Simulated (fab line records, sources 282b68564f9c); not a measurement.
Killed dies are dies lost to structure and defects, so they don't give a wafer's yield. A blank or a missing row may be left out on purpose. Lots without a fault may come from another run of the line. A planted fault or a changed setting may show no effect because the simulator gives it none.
One fault seen from 2 desks | flow rit_cmos | each desk has only its own numbers; what lay behind them comes last

THE TOOL OWNER'S DESK: iline_stepper-01
The tool's own readings at RIT_CONTACT_EXPOSE_05 (exposes mask M11, target cd 1000 nm): means of the sampled wafers that have a number, for each lot that ran on this tool. A lot is out of limits, marked OUT, if its mean lies more than 4 standard deviations from the usual mean; the brackets give that distance.
Columns: A = exposure_dose_mJ_cm2 at RIT_CONTACT_EXPOSE_05, usual 249.95
lot  | first seen here | A
L245 | day 3 08:27     | 250.02
L247 | day 3 19:26     | 250.16
L248 | day 4 03:04     | 250.13
L249 | day 4 12:43     | 249.99
L251 | day 4 14:26     | 250.03
L255 | day 5 10:37     | 250.32
L259 | day 6 06:04     | 246.76 (-14) OUT
This desk's finding: out of limits on L259; first on L259, day 6 06:04 (exposure_dose_mJ_cm2 at RIT_CONTACT_EXPOSE_05). In limits: L245, L247, L248, L249, L251, L255.

THE METROLOGY DESK
What the gauges read, lot by lot, whatever tool the lot ran on: means of the sampled wafers that have a number. A lot is out of limits, marked OUT, if its mean lies more than 4 standard deviations from the usual mean; the brackets give that distance.
Columns: A = cd_nm at RIT_CONTACT_CD_MEAS_08, usual 999.8 nm
lot  | first seen here | A
L245 | day 3 09:08     | 997.8
L246 | day 3 13:19     | 998.8
L247 | day 3 20:00     | 1002.4
L248 | day 4 03:35     | 1001.7
L249 | day 4 13:14     | 1002.1
L251 | day 4 14:58     | 1001.2
L255 | day 5 11:16     | 1006.5
L259 | day 6 06:37     | 1013.1 (+4.9) OUT
L261 | day 6 13:41     | 998.1
L263 | day 7 04:26     | 1000.0
L264 | day 7 07:26     | 997.9
L267 | day 7 23:35     | 997.8
This desk's finding: out of limits on L259; first on L259, day 6 06:37 (cd_nm at RIT_CONTACT_CD_MEAS_08). In limits: L245, L246, L247, L248, L249, L251, L255, L261, L263, L264, L267.

PUT TOGETHER
The tool owner's desk could have raised an alarm at day 6 06:04, on L259.
The metrology desk could have raised an alarm at day 6 06:37, on L259.
Of the lots named, all ran RIT_CONTACT_EXPOSE_05 on iline_stepper-01.

WHAT THE SIMULATOR HAD PUT IN
Process parameter drift: iline_stepper-01, from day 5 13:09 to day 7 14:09, at RIT_CONTACT_EXPOSE_05. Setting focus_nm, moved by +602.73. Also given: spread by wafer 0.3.
Lots struck among those shown: L259.
Hours from the fault's start to each desk's first reading out of limits: the tool owner's desk, 17; the metrology desk, 17.
